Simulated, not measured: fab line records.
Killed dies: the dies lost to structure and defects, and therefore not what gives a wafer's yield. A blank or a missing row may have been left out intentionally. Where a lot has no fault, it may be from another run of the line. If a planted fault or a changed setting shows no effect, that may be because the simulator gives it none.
Struck lot and sound lot, side by side ; flow berkeley-cmos170 ; 14 steps out of a route of 331
Sound: wafers L314.2, L314.3, L314.5. Struck: wafers L309.3, L309.4, L309.5. Last of all comes the cause.
For every step that has rows: the tool of each side, followed by ch and its chambers, followed by its first start. Under that, the readings that differ: sound wafers ; struck wafers ; difference of the means ; sigmas: that difference in standard deviations of wafers without a fault.
alike: a reading whose means differ by less than 2 such deviations, as well as words and numbers matching on both sides. not compared: withheld readings; readings where some wafer has no value; bounds like >300 that might hide an equal value; numbers whose values overlap and for which the record gives no deviation.
The two part at a step that has a row with sigmas, a row that says differs or no value, or rows on one side only. When numbers do not overlap yet have no deviation, they are printed without sigmas and do not part them. Lack of a reading on every wafer of one side parts them only where that side has two or more wafers.

UCB170_CONTACT_OVL_MEAS_16:
  sound on overlay-02, day 12 09:52; struck on overlay-01, day 11 05:06
  alike: CONTACT_OVL
UCB170_CONTACT_ETCH_17: etches BARC in N2/H2.
  sound on rie-diel-04 ch 1,2,3, day 12 09:54; struck on rie-diel-02 ch 1,2, day 11 05:07
  alike: drypump-motor-current-A, oes-product-au, throttle-valve-pct
UCB170_CONTACT_ETCH_18: etches PSG in CHF3/CF4/Ar, stops on TiSi2, target depth 840 nm, time 195 s.
  sound on rie-diel-04 ch 1,2,3; struck on rie-diel-02 ch 1,2
  alike: drypump-motor-current-A, oes-product-au, throttle-valve-pct
  not compared: rf-hours-counter-h
UCB170_CONTACT_STRIP_19: strips in O2.
  sound on plasma-asher-03 ch 0,1, day 12 10:04; struck on plasma-asher-02 ch 0,1, day 11 05:19
  alike: drypump-motor-current-A, oes-product-au
  not compared: rf-hours-counter-h
UCB170_CONTACT_CD_MEAS_90: the cd target is 700 nm.
  sound on cd-sem-01, day 12 10:11; struck on cd-sem-01, day 11 05:26
  alike: cd-nm
then, 1 step without rows for these wafers: UCB170_CONTACT_CLEAN_20 (cleans in SPM, time 600 s).
UCB170_M1_SPUTTER_00: material Al, target thk 600 nm, time 80 s.
  sound on pvd-sputter-04, day 12 10:38; struck on pvd-sputter-04, day 11 05:41
  alike: throttle-valve-pct
UCB170_M1_RS_MEAS_01: measures by four-point-probe.
  sound on film-metro-04, day 12 10:43; struck on film-metro-01, day 11 05:47
  alike: M1_AL_RS
UCB170_M1_THK_MEAS_02: measures by xrf.
  sound on film-metro-04, day 12 10:50; struck on film-metro-01, day 11 05:53
  alike: M1_AL_THK
then, 3 steps without rows for these wafers: UCB170_M1_COAT_03; UCB170_M1_COAT_04 (resist thk 900 nm); UCB170_M1_SOFTBAKE_05 (time 60 s).
UCB170_M1_EXPOSE_06: exposes mask METAL1, target cd 700 nm.
  sound on krf-scanner-01 ch 0, day 12 11:29; struck on krf-scanner-02, day 11 06:25
  no value came back on the struck wafers for exposure-dose-mJ-cm2, focus-offset-nm (nm), reticle-temp-C (C); on the sound wafers exposure-dose-mJ-cm2 reads 20.975 21.002 20.995
  alike: mask
following that, these wafers have no rows for 1 step: UCB170_M1_PEB_07.

WHERE THEY PART
UCB170_M1_EXPOSE_06 only, going by this record.

WHY: what had been put in by the simulator
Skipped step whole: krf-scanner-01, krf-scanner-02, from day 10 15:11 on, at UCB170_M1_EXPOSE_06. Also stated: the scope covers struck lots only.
